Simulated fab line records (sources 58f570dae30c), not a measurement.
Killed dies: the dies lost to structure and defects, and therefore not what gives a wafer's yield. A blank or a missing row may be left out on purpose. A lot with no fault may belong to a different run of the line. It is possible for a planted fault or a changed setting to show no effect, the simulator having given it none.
What tool caused it? + flow berkeley-cmos170 + Sampling: 7 lots, 21 wafers, 2 of 331 route steps

== WHAT EACH GAUGE READ, for each wafer ==
UCB170_ACTIVE_CD_MEAS_90: the cd target is 1200 nm.
| lot  | measured    | on        | cd-nm (nm)           |
|------|-------------|-----------|----------------------|
| L164 | day 4 12:41 | cd-sem-02 | 1198.1 1197.0 1198.6 |
| L167 | day 5 14:35 | cd-sem-01 | 1200.5 1199.8 1201.5 |
| L169 | day 5 14:18 | cd-sem-02 | 1197.1 1197.5 1197.4 |
| L172 | day 5 21:07 | cd-sem-01 | 1203.1 1203.6 1202.7 |
| L177 | day 7 03:05 | cd-sem-01 | 1198.3 1199.7 1197.7 |
| L178 | day 7 14:22 | cd-sem-01 | 1203.4 1202.8 1201.8 |
| L185 | day 8 10:49 | cd-sem-01 | 1201.0 1200.9 1199.9 |

== WHICH TOOL RAN EACH LOT (tool, then ch and the chambers of the sampled wafers, then the start) ==
| lot  | UCB170_ZERO_STRIP_07                |
|------|-------------------------------------|
| L164 | plasma-asher-01 ch 0, day 2 00:49   |
| L167 | plasma-asher-02 ch 0,1, day 2 14:12 |
| L169 | plasma-asher-04 ch 0,1, day 3 01:14 |
| L172 | plasma-asher-01 ch 0,1, day 3 14:51 |
| L177 | plasma-asher-04 ch 0,1, day 4 22:02 |
| L178 | plasma-asher-04 ch 0,1, day 5 04:39 |
| L185 | plasma-asher-04 ch 0,1, day 6 10:02 |
- UCB170_ZERO_STRIP_07: strips in O2.

== THE ANSWER, worked out from the rows above alone ==
Rule: what is usual is taken from the lots themselves. Put in order of their means at a reading, lots are off if they are a third of the lots or fewer, leave a main group of 4 or more, and stand apart from it by a gap of 3 or more times the standard deviation of the main group's means; of several such gaps the widest counts. A main group is skipped when, at the precision printed for the reading in the tables above, its means are all equal. A lot without any number at a reading at which 4 lots or more have one is off too. Where the step has rows for the other lots, those lots are counted as sound.
No lot is off at any reading shown: from this, nothing can be told.

== WHAT HAD BEEN PUT IN BY THE SIMULATOR ==
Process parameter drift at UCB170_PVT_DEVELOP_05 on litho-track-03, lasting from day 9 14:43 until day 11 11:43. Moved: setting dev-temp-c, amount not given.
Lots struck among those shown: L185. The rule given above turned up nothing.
